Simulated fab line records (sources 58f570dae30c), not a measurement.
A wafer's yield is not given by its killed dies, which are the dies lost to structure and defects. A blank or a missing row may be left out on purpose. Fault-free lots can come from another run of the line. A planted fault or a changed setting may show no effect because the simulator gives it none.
A single fault, viewed from 2 desks    flow berkeley_cmos170    only its own numbers are on each desk; what lay behind them is given at the end

== AT THE METROLOGY DESK ==
Lot by lot, what the gauges showed, no matter which tool ran the lot: averages of those sampled wafers that carry a number. Any lot whose mean is over 4 standard deviations away from the usual mean is out of limits and marked OUT; that distance is given in the brackets.
Columns: A = cd_nm at UCB170_CONTACT_CD_MEAS_15, usual 699.6 nm; B = CONTACT_OVL at UCB170_CONTACT_OVL_MEAS_16, usual 1 nm; C = cd_nm at UCB170_CONTACT_CD_MEAS_90, usual 699.5 nm; D = M1_AL_RS at UCB170_M1_RS_MEAS_01, usual 0.0493 ohm/sq; E = M1_AL_THK at UCB170_M1_THK_MEAS_02, usual 582 nm; F = cd_nm at UCB170_M1_CD_MEAS_09, usual 699.7 nm; G = M1_OVL at UCB170_M1_OVL_MEAS_10, usual 2 nm
lot   first seen here  A      B   C      D                 E              F      G
L941  day 7 11:00      701.0  5   701.2  0.0493            583            697.6  13
L945  day 8 00:55      700.1  -1  700.9  0.0493            585            698.8  3
L958  day 10 14:49     700.5  5   699.5  0.0580 (+19) OUT  519 (-11) OUT  703.2  -4
L959  day 10 16:58     700.9  -7  701.4  0.0496            577            701.3  8
L960  day 11 13:45     698.8  -0  698.2  0.0581 (+19) OUT  512 (-12) OUT  696.5  5
L962  day 11 20:59     700.1  2   700.3  0.0500            575            699.3  -3
This desk finds L958, L960 out of limits, with the earliest case on L958 at day 10 15:36 (M1_AL_RS at UCB170_M1_RS_MEAS_01). L941, L945, L959, L962 stayed within limits.

== DESK OF THE TOOL OWNER: pvd_sputter-03 ==
The tool's own readings at UCB170_M1_SPUTTER_00 (material Al, target thk 600 nm, time 80 s): means of the sampled wafers that have a number, for each lot that ran on this tool. Any lot whose mean is over 4 standard deviations away from the usual mean is out of limits and marked OUT; that distance is given in the brackets.
Columns: A = throttle_valve_pct at UCB170_M1_SPUTTER_00, usual 29.8 %
lot   first seen here  A
L945  day 8 01:38      30.1
L958  day 10 15:31     29.3
L960  day 11 14:29     29.2
Result from this desk: across the 3 lots, nothing is out of limits.

== TAKEN TOGETHER ==
At day 10 15:36 the metrology desk could have sounded an alarm, on L958, L960.
Nothing out of limits was seen by the tool owner's desk.
On record at the tool owner's desk: L958, L960, within its limits.
Every lot named ran UCB170_M1_SPUTTER_00 on pvd_sputter-03.

== WHAT THE SIMULATOR PUT IN ==
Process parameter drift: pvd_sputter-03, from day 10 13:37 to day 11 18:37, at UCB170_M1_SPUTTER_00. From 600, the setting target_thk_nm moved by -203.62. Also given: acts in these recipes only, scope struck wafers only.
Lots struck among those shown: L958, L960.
Delay in hours, fault start to first out-of-limits reading, per desk: metrology desk 2.
